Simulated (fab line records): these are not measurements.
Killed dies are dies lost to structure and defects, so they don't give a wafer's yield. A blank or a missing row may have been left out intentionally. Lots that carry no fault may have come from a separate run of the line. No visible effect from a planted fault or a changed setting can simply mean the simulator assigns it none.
Check of tool commonality | flow berkeley_cmos170 | 45 wafers sampled across 15 lots

WHY THIS WAS OPENED
UCB170_NWELL_OVL_MEAS_12, reading NWELL_OVL: flagged on 4 of 15 lots. Fault-free wafers read 7 nm, with a standard deviation of 5.6.
Rule: a lot is flagged in two cases, either no wafer of it has a number, or all its wafers with numbers fall more than 4 standard deviations from that mean. As for the other lots, they are considered sound.

lot  | measured    | on         | NWELL_OVL (nm), wafer by wafer | flag
L226 | day 2 08:09 | overlay-01 | 0 4 1                          |
L227 | day 2 13:05 | overlay-02 | 7 3 9                          |
L229 | day 2 23:44 | overlay-02 | -1 9 13                        |
L228 | day 2 23:48 | overlay-02 | 1 -1 -4                        |
L230 | day 3 08:19 | overlay-01 | 2 7 -3                         |
L231 | day 3 17:38 | overlay-01 | 378 382 378                    | FLAGGED
L235 | day 4 04:47 | overlay-02 | 378 375 370                    | FLAGGED
L236 | day 4 16:36 | overlay-01 | 378 386 385                    | FLAGGED
L239 | day 5 07:37 | overlay-02 | 384 385 391                    | FLAGGED
L240 | day 5 08:16 | overlay-02 | -1 0 5                         |
L243 | day 5 23:29 | overlay-01 | 6 10 13                        |
L242 | day 5 23:33 | overlay-02 | 6 10 13                        |
L244 | day 6 07:12 | overlay-02 | -1 1 -3                        |
L245 | day 6 16:37 | overlay-02 | 7 0 4                          |
L248 | day 6 23:48 | overlay-02 | 7 10 11                        |
The mean of the flagged lots' numbers is 381 nm, +374 nm from the usual (+67 standard deviations).

LOT BY LOT: THE TOOL USED
The record keeps 1 process step preceding the reading, out of 331 steps on the route. Read each cell as the tool, then ch plus the chambers that the sampled wafers visited, then the start.
lot  | flag    | UCB170_NWELL_EXPOSE_09
L226 |         | krf_scanner-02 ch 0, day 2 07:18
L227 |         | krf_scanner-01 ch 0, day 2 12:41
L229 |         | krf_scanner-01 ch 0, day 2 22:52
L228 |         | krf_scanner-02 ch 0, day 2 23:04
L230 |         | krf_scanner-01 ch 0, day 3 07:55
L231 | FLAGGED | krf_scanner-01 ch 0, day 3 17:14
L235 | FLAGGED | krf_scanner-01 ch 0, day 4 04:05
L236 | FLAGGED | krf_scanner-01 ch 0, day 4 16:15
L239 | FLAGGED | krf_scanner-01 ch 0, day 5 07:12
L240 |         | krf_scanner-02 ch 0, day 5 07:26
L243 |         | krf_scanner-02 ch 0, day 5 22:43
L242 |         | krf_scanner-02 ch 0, day 5 22:48
L244 |         | krf_scanner-02 ch 0, day 6 06:49
L245 |         | krf_scanner-02 ch 0, day 6 16:14
L248 |         | krf_scanner-02 ch 0, day 6 23:25
These steps, and what they do:
- UCB170_NWELL_EXPOSE_09: exposes mask NWELL, target cd 3000 nm.
- UCB170_NWELL_OVL_MEAS_12

FLAGGED AGAINST TOTAL, ONE TOOL AT A TIME (gauges that did the reading follow at the end)
step                     | tool           | lots run | flagged | share of the flagged lots | sound lots run after its first flagged lot
UCB170_NWELL_EXPOSE_09   | krf_scanner-01 | 7        | 4       | all                       | 0
UCB170_NWELL_EXPOSE_09   | krf_scanner-02 | 8        | 0       | none                      | -
UCB170_NWELL_OVL_MEAS_12 | overlay-01     | 5        | 2       | some                      | 1 (L243)
UCB170_NWELL_OVL_MEAS_12 | overlay-02     | 10       | 2       | some                      | 5 (L240,L242,L244,L245,L248)

THE TABLE: WHAT IT ALLOWS
All flagged lots share 1 row of the table, namely krf_scanner-01 at UCB170_NWELL_EXPOSE_09.
- krf_scanner-01 at UCB170_NWELL_EXPOSE_09 ran 7 lots, 4 of them flagged. Last sound lot L230 at day 3 07:55, first flagged lot L231 at day 3 17:14; a fault beginning in between fits.
One tool is left: krf_scanner-01 at UCB170_NWELL_EXPOSE_09.

WHAT HAD BEEN PUT IN BY THE SIMULATOR
Scanner matching overlay: krf_scanner-01, from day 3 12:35 on, at UCB170_NWELL_EXPOSE_09. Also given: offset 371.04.
Struck lots among those shown: L231, L235, L236, L239. The same result came from the rule above.
